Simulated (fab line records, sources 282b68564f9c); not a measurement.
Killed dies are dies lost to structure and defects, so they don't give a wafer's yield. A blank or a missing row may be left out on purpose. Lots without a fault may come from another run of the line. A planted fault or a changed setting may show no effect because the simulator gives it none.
fab line records | flow rit_cmos | part 1 of 2: steps 1 to 29 of 42
record lots=5 wafers=15 last_day=7
route steps=202 shown SDANNEAL@156 PSD@157 NSD@158 PLDD@159 NLDD@160 SILICIDE@161 CONTACT@168 M1@184
lots that met no fault: from a run of the same line without faults
start_h: hours from the record's first day to the start of the lot's first wafer shown | wait_h: hours since the lot's step before | " the same as in the row above | L1.1+2: a row that stands for several wafers | - no value, or no start given | * or withheld: withheld | < > ~ a bound
route shown NAME@n: a module of which the file shows steps, and the number in the route of the first | usual: mean/standard deviation of fault-free wafers | same: alike in all rows | chamber/n: place in a boat | sites: the reading at each site | _std_site: their standard deviation | _edge_site: outer sites' mean less inner sites' | radius_mm: how far each site lies from the wafer's centre | mask NAME#n: copy n | behind: the tool/chamber that last shaped the wafer | hold: why the lot was held/for how many hours/how that ended | device: the transistor (n, p or np) that didn't switch | end of line: the same wafers' tests at the end of the route | a step without rows: its recipe alone | killed: dies lost to structure and defects at the first sort, not the wafer's yield | map: a wafer's dies, x killed, . not, _ none there
set.NAME: the setting as run; set.NAME@STEP: as run at that earlier step | model.NAME: the simulator's own value behind a step, which no gauge read
lots at some steps of the route; a table a step, a row a wafer
services: from which hour (start_h, from the record's first day; less than 0 if before it) a tool's chamber was out of use, for how many hours, and why
## steps
# step RIT_SDANNEAL_RTA_03
# recipe temp_c=1050 time_s=5 idle_temp_c=600 ramp_up_c_per_s=342 ramp_down_c_per_s=171 cool_to_c=600 ambient=N2
# usual wafer_temp_C_max=1053.6/1.1
# columns lot.wafer tool chamber start_h wait_h wafer_temp_C_max
L079.2 rtp_anneal-01 0 76.67 0.0 1054.2
L079.3 " 0 " " 1052.6
L079.4 " 0 " " 1052.5
L081.1 rtp_anneal-01 0 88.63 0.0 1054.1
L081.3 " 0 " " 1055.2
L081.6 " 0 " " 1053.4
L093.1 rtp_anneal-01 0 144.83 0.0 1054.0
L093.3 " 0 " " 1053.5
L093.5 " 0 " " 1053.3
L095.2 rtp_anneal-01 0 155.10 0.0 1053.5
L095.5 " 0 " " 1053.1
L095.6 " 0 " " 1054.4
L097.4 rtp_anneal-01 0 164.93 0.0 1054.4
L097.5 " 0 " " 1054.2
L097.6 " 0 " " 1054.9
# step RIT_SDANNEAL_RS_MEAS_04
# recipe thk_meas_gauge=four-point-probe
# usual PSD_RS=116.25/0.25
# columns lot.wafer tool chamber start_h wait_h PSD_RS[ohm/sq]
L079.2 film_metro-04 - 76.74 0.1 115.99
L079.3 " - " " 115.92
L079.4 " - " " 115.93
L081.1 film_metro-02 - 88.69 0.0 116.00
L081.3 " - " " 115.93
L081.6 " - " " 116.23
L093.1 film_metro-04 - 144.89 0.0 116.23
L093.3 " - " " 116.25
L093.5 " - " " 115.75
L095.2 film_metro-02 - 155.16 0.1 116.21
L095.5 " - " " 115.95
L095.6 " - " " 115.96
L097.4 film_metro-01 - 165.02 0.1 116.14
L097.5 " - " " 116.14
L097.6 " - " " 116.24
# step RIT_SDANNEAL_RS_MEAS_05
# recipe thk_meas_gauge=four-point-probe
# usual NSD_RS=84.7/0.3
# columns lot.wafer tool chamber start_h wait_h NSD_RS[ohm/sq]
L079.2 film_metro-04 - 76.86 0.1 84.6
L079.3 " - " " 85.1
L079.4 " - " " 85.1
L081.1 film_metro-02 - 88.81 0.1 84.7
L081.3 " - " " 84.8
L081.6 " - " " 84.8
L093.1 film_metro-04 - 145.01 0.1 85.3
L093.3 " - " " 85.2
L093.5 " - " " 85.1
L095.2 film_metro-02 - 155.28 0.1 85.0
L095.5 " - " " 84.7
L095.6 " - " " 84.8
L097.4 film_metro-01 - 165.14 0.1 84.8
L097.5 " - " " 84.8
L097.6 " - " " 84.7
# step RIT_SDANNEAL_RS_MEAS_06
# recipe thk_meas_gauge=four-point-probe
# usual PLDD_RS=178.8/0.44
# columns lot.wafer tool chamber start_h wait_h PLDD_RS[ohm/sq]
L079.2 film_metro-04 - 76.98 0.1 178.7
L079.3 " - " " 179.0
L079.4 " - " " 179.0
L081.1 film_metro-02 - 88.93 0.1 178.6
L081.3 " - " " 178.7
L081.6 " - " " 178.6
L093.1 film_metro-04 - 145.13 0.1 179.1
L093.3 " - " " 179.0
L093.5 " - " " 178.5
L095.2 film_metro-02 - 155.40 0.1 179.0
L095.5 " - " " 179.3
L095.6 " - " " 178.8
L097.4 film_metro-01 - 165.26 0.1 178.8
L097.5 " - " " 179.2
L097.6 " - " " 178.9
# step RIT_SDANNEAL_RS_MEAS_07
# recipe thk_meas_gauge=four-point-probe
# usual NLDD_RS=151.8/0.57
# columns lot.wafer tool chamber start_h wait_h NLDD_RS[ohm/sq]
L079.2 film_metro-04 - 77.10 0.1 151.8
L079.3 " - " " 152.1
L079.4 " - " " 152.1
L081.1 film_metro-02 - 89.05 0.1 150.5
L081.3 " - " " 151.2
L081.6 " - " " 151.1
L093.1 film_metro-04 - 145.25 0.1 151.1
L093.3 " - " " 151.4
L093.5 " - " " 151.5
L095.2 film_metro-02 - 155.52 0.1 153.4
L095.5 " - " " 152.4
L095.6 " - " " 152.8
L097.4 film_metro-01 - 165.38 0.1 151.5
L097.5 " - " " 152.1
L097.6 " - " " 151.2
# step RIT_SILICIDE_WET_ETCH_00
# recipe chemistry=BOE target=SiO2 target_depth_nm=14 time_s=15 dry=n2_spin dilution=10:1 temp_c=21.5
# columns lot.wafer tool chamber start_h wait_h
L079.2+3+4 wet_bench-03 0 77.20 0.1
L081.1+3+6 wet_bench-01 0 89.17 0.1
L093.1+3+5 wet_bench-03 1 145.37 0.1
L095.2+5+6 wet_bench-04 1 155.62 0.1
L097.4+5+6 wet_bench-01 2 165.44 0.0
# step RIT_SILICIDE_SPUTTER_01
# recipe material=Ti target_thk_nm=30 power_w=350 chamber_pressure_pa=0.667 gas=Ar time_s=240 substrate_temp_c=25
# usual throttle_valve_pct=30.2/0.93
# columns lot.wafer tool chamber start_h wait_h throttle_valve_pct
L079.2 pvd_sputter-01 - 77.22 0.0 31.3
L079.3 " - " " 29.9
L079.4 " - " " 29.5
L081.1 pvd_sputter-01 - 89.18 0.0 31.8
L081.3 " - " " 29.2
L081.6 " - " " 30.2
L093.1 pvd_sputter-01 - 145.38 0.0 29.3
L093.3 " - " " 31.4
L093.5 " - " " 31.6
L095.2 pvd_sputter-01 - 155.64 0.0 31.8
L095.5 " - " " 31.5
L095.6 " - " " 30.1
L097.4 pvd_sputter-01 - 165.45 0.0 31.6
L097.5 " - " " 30.1
L097.6 " - " " 29.6
# step RIT_SILICIDE_RS_MEAS_02
# recipe thk_meas_gauge=four-point-probe reads=Ti_of_SILICIDE_SPUTTER_01
# usual SILICIDE_TI_RS=47.7/0.79
# columns lot.wafer tool chamber start_h wait_h SILICIDE_TI_RS[ohm/sq]
L079.2 film_metro-01 - 77.39 0.1 49.4
L079.3 " - " " 49.1
L079.4 " - " " 48.3
L081.1 film_metro-03 - 89.33 0.1 48.4
L081.3 " - " " 48.1
L081.6 " - " " 48.6
L093.1 film_metro-03 - 145.53 0.1 47.0
L093.3 " - " " 48.0
L093.5 " - " " 46.9
L095.2 film_metro-04 - 155.81 0.1 47.2
L095.5 " - " " 47.0
L095.6 " - " " 46.7
L097.4 film_metro-03 - 165.66 0.1 48.2
L097.5 " - " " 47.5
L097.6 " - " " 47.6
# step RIT_SILICIDE_THK_MEAS_03
# recipe thk_meas_gauge=xrf reads=Ti_of_SILICIDE_SPUTTER_01
# usual SILICIDE_TI_THK=30.0/0.4
# columns lot.wafer tool chamber start_h wait_h SILICIDE_TI_THK[nm]
L079.2 film_metro-01 - 77.50 0.1 29.1
L079.3 " - " " 29.1
L079.4 " - " " 29.6
L081.1 film_metro-03 - 89.45 0.1 29.6
L081.3 " - " " 29.8
L081.6 " - " " 29.5
L093.1 film_metro-03 - 145.65 0.1 30.4
L093.3 " - " " 29.9
L093.5 " - " " 30.4
L095.2 film_metro-04 - 155.92 0.1 30.1
L095.5 " - " " 30.3
L095.6 " - " " 30.5
L097.4 film_metro-03 - 165.75 0.1 29.8
L097.5 " - " " 30.0
L097.6 " - " " 30.2
# step RIT_SILICIDE_RTA_04
# recipe temp_c=650 time_s=10 idle_temp_c=25 ramp_up_s=5 ramp_down_s=5 cool_to_c=25 ambient=N2
# usual wafer_temp_C_max=654.2/0.95
# columns lot.wafer tool chamber start_h wait_h wafer_temp_C_max
L079.2 rtp_anneal-02 0 77.56 0.1 656.0
L079.3 " 0 " " 654.5
L079.4 " 0 " " 653.1
L081.1 rtp_anneal-02 0 89.51 0.1 654.1
L081.3 " 0 " " 654.5
L081.6 " 0 " " 658.3
L093.1 rtp_anneal-02 0 145.71 0.1 654.8
L093.3 " 0 " " 654.5
L093.5 " 0 " " 655.3
L095.2 rtp_anneal-02 0 155.98 0.1 654.7
L095.5 " 0 " " 655.7
L095.6 " 0 " " 655.6
L097.4 rtp_anneal-02 0 165.85 0.1 654.8
L097.5 " 0 " " 653.3
L097.6 " 0 " " 654.5
# step RIT_SILICIDE_WET_ETCH_05
# recipe chemistry=SPM target=Ti temp_c=90 time_s=120 dry=n2_spin
# columns lot.wafer tool chamber start_h wait_h
L079.2+3+4 wet_bench-03 0 77.61 0.0
L081.1+3+6 wet_bench-04 0 89.58 0.1
L093.1+3+5 wet_bench-03 0 145.85 0.1
L095.2+5+6 wet_bench-04 0 156.03 0.0
L097.4+5+6 wet_bench-01 1 165.91 0.0
# step RIT_SILICIDE_RTA_06
# recipe temp_c=750 time_s=10 idle_temp_c=25 ramp_up_s=5 ramp_down_s=10 cool_to_c=25 ambient=N2
# usual wafer_temp_C_max=754.8/0.9
# columns lot.wafer tool chamber start_h wait_h wafer_temp_C_max
L079.2 rtp_anneal-01 0 77.67 0.0 755.5
L079.3 " 0 " " 753.8
L079.4 " 0 " " 753.8
L081.1 rtp_anneal-01 0 89.62 0.0 754.5
L081.3 " 0 " " 754.2
L081.6 " 0 " " 754.2
L093.1 rtp_anneal-01 0 145.89 0.0 754.3
L093.3 " 0 " " 755.9
L093.5 " 0 " " 753.3
L095.2 rtp_anneal-01 0 156.09 0.0 754.6
L095.5 " 0 " " 753.7
L095.6 " 0 " " 754.5
L097.4 rtp_anneal-01 0 165.99 0.0 754.1
L097.5 " 0 " " 754.4
L097.6 " 0 " " 754.3
# step RIT_CONTACT_CVD_00
# recipe material=SiO2 target_thk_nm=400 precursor=TEOS temp_c=390 time_s=61 rf_w=400
# usual heater_power_w=305/62
# columns lot.wafer tool chamber start_h wait_h heater_power_w
L079.2 pecvd-04 2 77.72 0.0 271
L079.3 " 0 " " 401
L079.4 " 2 " " 280
L081.1 pecvd-02 1 89.69 0.1 310
L081.3 " 0 " " 272
L081.6 " 1 " " 314
L093.1 pecvd-02 1 145.96 0.1 301
L093.3 " 2 " " 263
L093.5 " 1 " " 325
L095.2 pecvd-03 0 156.14 0.0 278
L095.5 " 1 " " 237
L095.6 " 2 " " 354
L097.4 pecvd-04 1 166.05 0.0 210
L097.5 " 0 " " 462
L097.6 " 2 " " 247
# step RIT_CONTACT_THK_MEAS_01
# recipe reads=SiO2_of_CONTACT_CVD_00
# usual CONTACT_TEOS_THK=397/4.9
# columns lot.wafer tool chamber start_h wait_h CONTACT_TEOS_THK[nm]
L079.2 film_metro-03 - 77.78 0.0 390
L079.3 " - " " 392
L079.4 " - " " 395
L081.1 film_metro-03 - 89.74 0.0 395
L081.3 " - " " 392
L081.6 " - " " 396
L093.1 film_metro-04 - 146.04 0.1 394
L093.3 " - " " 396
L093.5 " - " " 397
L095.2 film_metro-02 - 156.20 0.0 398
L095.5 " - " " 393
L095.6 " - " " 398
L097.4 film_metro-03 - 166.10 0.0 398
L097.5 " - " " 404
L097.6 " - " " 394
# step RIT_CONTACT_HMDS_02
# recipe prime_time_s=60 prime_temp_c=140
# columns lot.wafer tool chamber start_h wait_h
L079.2+3+4 litho_track-02 0 77.86 0.1
L081.1+3+6 litho_track-04 0 89.80 0.1
L093.1+3+5 litho_track-04 0 146.10 0.1
L095.2+5+6 litho_track-01 0 156.28 0.1
L097.4+5+6 litho_track-04 0 166.21 0.1
# step RIT_CONTACT_COAT_03
# recipe resist=NOVOLAK spin_rpm=3250 resist_thk_nm=982.9
# columns lot.wafer tool chamber start_h wait_h
L079.2+3+4 litho_track-02 0 78.01 0.1
L081.1+3+6 litho_track-04 0 89.95 0.1
L093.1+3+5 litho_track-04 0 146.25 0.1
L095.2+5+6 litho_track-01 0 156.43 0.1
L097.4+5+6 litho_track-04 0 166.36 0.1
# step RIT_CONTACT_SOFTBAKE_04
# recipe resist=NOVOLAK temp_c=90 time_s=60
# columns lot.wafer tool chamber start_h wait_h
L079.2+3+4 litho_track-02 0 78.16 0.1
L081.1+3+6 litho_track-04 0 90.10 0.1
L093.1+3+5 litho_track-04 0 146.40 0.1
L095.2+5+6 litho_track-01 0 156.58 0.1
L097.4+5+6 litho_track-04 0 166.51 0.1
# step RIT_CONTACT_EXPOSE_05
# recipe mask_id=M11 na=0.6 source_shape=conventional sigma_outer=0.5 target_cd_nm=1000 dose_mj=250
# usual focus_offset_nm=0.0/0.54 reticle_temp_C=22.99/0.1
# columns lot.wafer tool chamber start_h wait_h mask focus_offset_nm reticle_temp_C
L079.2 iline_stepper-01 0 78.30 0.1 M11#0 -0.4 23.05
L079.3 " 0 " " M11#0 0.5 22.96
L079.4 " 0 " " M11#0 0.5 22.94
L081.1 iline_stepper-01 0 90.25 0.1 M11#0 -0.3 23.15
L081.3 " 0 " " M11#0 0.3 23.08
L081.6 " 0 " " M11#0 0.1 22.98
L093.1 iline_stepper-02 0 146.55 0.1 M11#0 -0.3 22.91
L093.3 " 0 " " M11#0 -0.1 22.92
L093.5 " 0 " " M11#0 0.2 22.91
L095.2 iline_stepper-01 0 156.72 0.1 M11#0 -0.1 23.09
L095.5 " 0 " " M11#0 0.5 23.02
L095.6 " 0 " " M11#0 0.6 23.07
L097.4 iline_stepper-02 0 166.79 0.3 M11#0 -0.5 22.97
L097.5 " 0 " " M11#0 -0.5 22.98
L097.6 " 0 " " M11#0 -0.5 23.19
# step RIT_CONTACT_PEB_06
# recipe resist=NOVOLAK temp_c=withheld time_s=withheld
# columns lot.wafer tool chamber start_h wait_h
L079.2+3+4 litho_track-04 0 78.42 0.1
L081.1+3+6 litho_track-04 0 90.36 0.1
L093.1+3+5 litho_track-01 0 146.85 0.3
L095.2+5+6 litho_track-01 0 156.84 0.1
L097.4+5+6 litho_track-02 0 166.95 0.1
# step RIT_CONTACT_DEVELOP_07
# recipe resist=NOVOLAK develop_time_s=120 dev_temp_c=23
# columns lot.wafer tool chamber start_h wait_h
L079.2+3+4 litho_track-04 0 - -
L081.1+3+6 litho_track-04 0 - -
L093.1+3+5 litho_track-01 0 - -
L095.2+5+6 litho_track-01 0 - -
L097.4+5+6 litho_track-02 0 - -
# step RIT_CONTACT_CD_MEAS_08
# recipe target_cd_nm=1000
# usual cd_nm=999.1/2.5
# columns lot.wafer tool chamber start_h wait_h cd_nm
L079.2 cd_sem-01 - 78.82 - 997.6
L079.3 " - " " 997.9
L079.4 " - " " 995.6
L081.1 cd_sem-01 - 90.76 - 999.1
L081.3 " - " " 997.1
L081.6 " - " " 993.7
L093.1 cd_sem-02 - 147.25 - 1001.8
L093.3 " - " " 1002.3
L093.5 " - " " 1002.4
L095.2 cd_sem-02 - 157.24 - 1000.1
L095.5 " - " " 1002.9
L095.6 " - " " 1000.2
L097.4 cd_sem-02 - 167.33 - 1002.6
L097.5 " - " " 1002.3
L097.6 " - " " 1001.1
# step RIT_CONTACT_OVL_MEAS_09
# usual CONTACT_OVL=0.9/1.5
# columns lot.wafer tool chamber start_h wait_h CONTACT_OVL[nm]
L079.2 overlay-02 - 78.92 0.1 -1.6
L079.3 " - " " 0.3
L079.4 " - " " -2.9
L081.1 overlay-02 - 90.88 0.1 2.3
L081.3 " - " " 3.3
L081.6 " - " " 2.8
L093.1 overlay-01 - 147.37 0.1 -0.9
L093.3 " - " " -1.5
L093.5 " - " " -2.3
L095.2 overlay-01 - 157.34 0.1 2.6
L095.5 " - " " 2.9
L095.6 " - " " 0.9
L097.4 overlay-01 - 167.41 0.1 -0.9
L097.5 " - " " -1.2
L097.6 " - " " -1.2
# step RIT_CONTACT_HARDBAKE_10
# recipe resist=NOVOLAK temp_c=140 time_s=60
# columns lot.wafer tool chamber start_h wait_h
L079.2+3+4 litho_track-04 0 78.98 0.0
L081.1+3+6 litho_track-02 0 90.92 0.0
L093.1+3+5 litho_track-04 0 147.41 0.0
L095.2+5+6 litho_track-01 0 157.40 0.0
L097.4+5+6 litho_track-01 0 167.50 0.1
# step RIT_CONTACT_ETCH_11
# recipe target_depth_a=4800 over_etch_frac=0.2 stop_on=TiSi2 chemistry=CHF3/CF4/Ar target=SiO2 CHF3_flow_sccm=50 cf4_flow_sccm=10 Ar_flow_sccm=100 O2_flow_sccm=5 pressure_mtorr=100 rf_w=200 time_s=320
# usual drypump_motor_current_A=5.9/0.52 oes_product_au=0.982/0.019 throttle_valve_pct=8.86/0.14
# columns lot.wafer tool chamber start_h wait_h drypump_motor_current_A oes_product_au rf_hours_counter_h throttle_valve_pct
L079.2 rie_diel-03 3 79.10 0.1 6.5 0.960 98 8.72
L079.3 " 0 " " 5.7 0.965 44 9.06
L079.4 " 1 " " 5.9 1.018 2 8.86
L081.1 rie_diel-01 0 91.07 0.1 6.5 0.971 72 8.59
L081.3 " 3 " " 5.6 0.988 7 8.80
L081.6 " 2 " " 5.2 0.974 - 8.71
L093.1 rie_diel-02 3 147.56 0.1 5.1 1.007 128 8.97
L093.3 " 1 " " 5.4 1.001 8 8.76
L093.5 " 1 " " 5.4 0.992 - 8.77
L095.2 rie_diel-01 2 157.52 0.1 5.3 0.973 121 8.73
L095.5 " 3 " " 5.6 0.978 - 8.80
L095.6 " 0 " " 6.5 0.977 - 8.59
L097.4 rie_diel-02 3 167.58 0.1 5.1 1.007 128 8.96
L097.5 " 2 " " 5.4 0.985 - 8.97
L097.6 " 1 " " 5.4 0.992 - 8.78
# step RIT_CONTACT_STRIP_12
# recipe chemistry=O2 time_s=180 resist=NOVOLAK platen_temp_c=withheld power_w=500 pressure_mtorr=4000 o2_flow_sccm=4000
# usual drypump_motor_current_A=5.6/0.39 o2_flow_sccm=4002/12 rf_refl_power_W=6.5/1.4
# columns lot.wafer tool chamber start_h wait_h drypump_motor_current_A o2_flow_sccm rf_hours_counter_h rf_refl_power_W
L079.2 plasma_asher-01 1 79.30 0.1 6.0 4001 44 6.1
L079.3 " 1 " " 6.0 4000 - 5.8
L079.4 " 0 " " 5.0 4006 - 6.7
L081.1 plasma_asher-01 1 91.27 0.1 6.0 3992 46 6.7
L081.3 " 1 " " 6.0 3992 - 6.5
L081.6 " 1 " " 6.0 3988 - 6.3
L093.1 plasma_asher-01 0 147.75 0.1 5.1 3986 54 6.7
L093.3 " 0 " " 5.0 4005 - 6.9
L093.5 " 0 " " 5.1 3969 - 7.1
L095.2 plasma_asher-01 0 157.72 0.1 5.0 3989 55 6.5
L095.5 " 1 " " 6.0 4021 - 6.7
L095.6 " 0 " " 5.0 3995 - 7.2
L097.4 plasma_asher-03 0 167.83 0.2 5.8 3993 - 3.7
L097.5 " 0 " " 5.8 4004 - 3.8
L097.6 " 1 " " 5.7 4029 - 8.8
# step RIT_CONTACT_CD_MEAS_90
# recipe target_cd_nm=1000
# usual cd_nm=999.2/2.5
# columns lot.wafer tool chamber start_h wait_h cd_nm
L079.2 cd_sem-02 - 79.49 0.1 998.6
L079.3 " - " " 997.8
L079.4 " - " " 995.5
L081.1 cd_sem-01 - 91.44 0.1 999.4
L081.3 " - " " 997.3
L081.6 " - " " 993.5
L093.1 cd_sem-01 - 147.93 0.1 1002.4
L093.3 " - " " 1002.1
L093.5 " - " " 1001.7
L095.2 cd_sem-02 - 157.91 0.1 999.7
L095.5 " - " " 1002.8
L095.6 " - " " 1000.6
L097.4 cd_sem-02 - 168.01 0.1 1002.2
L097.5 " - " " 1002.4
L097.6 " - " " 1000.6
# step RIT_CONTACT_CLEAN_13
# recipe chemistry=SC1 mix=3:3:50 time_s=600 temp_c=75
# columns lot.wafer tool chamber start_h wait_h
L079.2+3+4 wet_bench-01 1 79.59 0.1
L081.1+3+6 wet_bench-04 1 91.56 0.1
L093.1+3+5 wet_bench-04 2 148.05 0.1
L095.2+5+6 wet_bench-02 3 158.01 0.1
L097.4+5+6 wet_bench-01 1 168.07 0.0
# step RIT_CONTACT_CLEAN_14
# recipe chemistry=SC2 mix=3:3:50 time_s=600 temp_c=75 dry=n2_spin
# columns lot.wafer tool chamber start_h wait_h
L079.2+3+4 wet_bench-04 0 79.77 0.0
L081.1+3+6 wet_bench-02 0 91.74 0.0
L093.1+3+5 wet_bench-01 1 148.24 0.0
L095.2+5+6 wet_bench-04 3 158.19 0.0
L097.4+5+6 wet_bench-01 2 168.24 0.0
# step RIT_M1_SPUTTER_00
# recipe material=Al target_thk_nm=400 power_w=1952 chamber_pressure_pa=0.4 gas=Ar time_s=500 substrate_temp_c=25
# usual throttle_valve_pct=29.2/0.79
# columns lot.wafer tool chamber start_h wait_h throttle_valve_pct
L079.2 pvd_sputter-02 - 79.94 0.0 29.7
L079.3 " - " " 29.9
L079.4 " - " " 30.5
L081.1 pvd_sputter-03 - 91.91 0.0 29.4
L081.3 " - " " 30.2
L081.6 " - " " 29.2
L093.1 pvd_sputter-02 - 148.41 0.0 30.0
L093.3 " - " " 29.6
L093.5 " - " " 30.1
L095.2 pvd_sputter-02 - 158.36 0.0 30.1
L095.5 " - " " 30.1
L095.6 " - " " 29.2
L097.4 pvd_sputter-02 - 168.42 0.0 30.0
L097.5 " - " " 30.0
L097.6 " - " " 30.1
